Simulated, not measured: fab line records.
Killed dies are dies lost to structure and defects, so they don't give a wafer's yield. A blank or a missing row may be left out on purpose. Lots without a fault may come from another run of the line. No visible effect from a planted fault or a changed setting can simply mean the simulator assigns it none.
Which of the tools did it? / flow berkeley_cmos170 / 7 lots, 21 wafers sampled, at 4 steps of a route of 331

WHAT THE GAUGES READ, wafer by wafer
UCB170_M1_CD_MEAS_90: target cd 700 nm.
lot=L307; measured=day 7 04:36; on=cd_sem-02; cd_nm (nm)=699.3 697.6 697.7
lot=L309; measured=day 7 23:58; on=cd_sem-02; cd_nm (nm)=695.1 697.9 697.1
lot=L313; measured=day 8 17:58; on=cd_sem-01; cd_nm (nm)=696.3 697.6 698.3
lot=L315; measured=day 9 01:58; on=cd_sem-02; cd_nm (nm)=701.5 696.8 701.9
lot=L317; measured=day 9 19:37; on=cd_sem-01; cd_nm (nm)=698.7 695.8 699.8
lot=L324; measured=day 10 21:35; on=cd_sem-02; cd_nm (nm)=702.8 698.5 702.3
lot=L328; measured=day 12 01:11; on=cd_sem-01; cd_nm (nm)=703.8 700.9 700.9

WHAT TOOL EACH LOT RAN ON (gives the tool, then ch and the chambers of the sampled wafers, and finally the start)
lot=L307; UCB170_CONTACT_STRIP_06=plasma_asher-01 ch 0,1, day 7 00:16; UCB170_M1_METAL_ETCH_12=rie_metal-04 ch 0,1, day 7 04:22; UCB170_M1_STRIP_13=plasma_asher-01 ch 0,1, day 7 04:30
lot=L309; UCB170_CONTACT_STRIP_06=plasma_asher-02 ch 0,1, day 7 19:56; UCB170_M1_METAL_ETCH_12=rie_metal-04 ch 0,1, day 7 23:44; UCB170_M1_STRIP_13=plasma_asher-03 ch 0, day 7 23:52
lot=L313; UCB170_CONTACT_STRIP_06=plasma_asher-01 ch 0,1, day 8 14:24; UCB170_M1_METAL_ETCH_12=rie_metal-04 ch 0,1, day 8 17:43; UCB170_M1_STRIP_13=plasma_asher-02 ch 0,1, day 8 17:50
lot=L315; UCB170_CONTACT_STRIP_06=plasma_asher-01 ch 0,1, day 8 22:12; UCB170_M1_METAL_ETCH_12=rie_metal-01 ch 0,1, day 9 01:43; UCB170_M1_STRIP_13=plasma_asher-03 ch 0,1, day 9 01:50
lot=L317; UCB170_CONTACT_STRIP_06=plasma_asher-01 ch 0,1, day 9 14:34; UCB170_M1_METAL_ETCH_12=rie_metal-01 ch 0,1, day 9 19:23; UCB170_M1_STRIP_13=plasma_asher-01 ch 0,1, day 9 19:31
lot=L324; UCB170_CONTACT_STRIP_06=plasma_asher-02 ch 0,1, day 10 17:19; UCB170_M1_METAL_ETCH_12=rie_metal-02 ch 0,1, day 10 21:21; UCB170_M1_STRIP_13=plasma_asher-02 ch 0,1, day 10 21:29
lot=L328; UCB170_CONTACT_STRIP_06=plasma_asher-02 ch 0,1, day 11 21:30; UCB170_M1_METAL_ETCH_12=rie_metal-02 ch 0,1, day 12 00:57; UCB170_M1_STRIP_13=plasma_asher-02 ch 0,1, day 12 01:05
- UCB170_CONTACT_STRIP_06: strips in O2.
- UCB170_M1_METAL_ETCH_12: etches Al in Cl2/BCl3, stops on PSG, target depth 780 nm, time 130 s.
- UCB170_M1_STRIP_13: strips in O2.

THE ANSWER, worked out from the rows above alone
Rule: the lots themselves supply what counts as usual. Put in order of their means at a reading, lots are off if they are a third of the lots or fewer, leave a main group of 4 or more, and stand apart from it by a gap of 3 or more times the standard deviation of the main group's means; of several such gaps the widest counts. A main group is skipped when, at the precision printed for the reading in the tables above, its means are all equal. A lot without any number at a reading at which 4 lots or more have one is off too. The other lots that the step has rows for count as sound.
Nothing can be told from this: no lot is off at any reading shown.

WHAT THE SIMULATOR HAD INSERTED
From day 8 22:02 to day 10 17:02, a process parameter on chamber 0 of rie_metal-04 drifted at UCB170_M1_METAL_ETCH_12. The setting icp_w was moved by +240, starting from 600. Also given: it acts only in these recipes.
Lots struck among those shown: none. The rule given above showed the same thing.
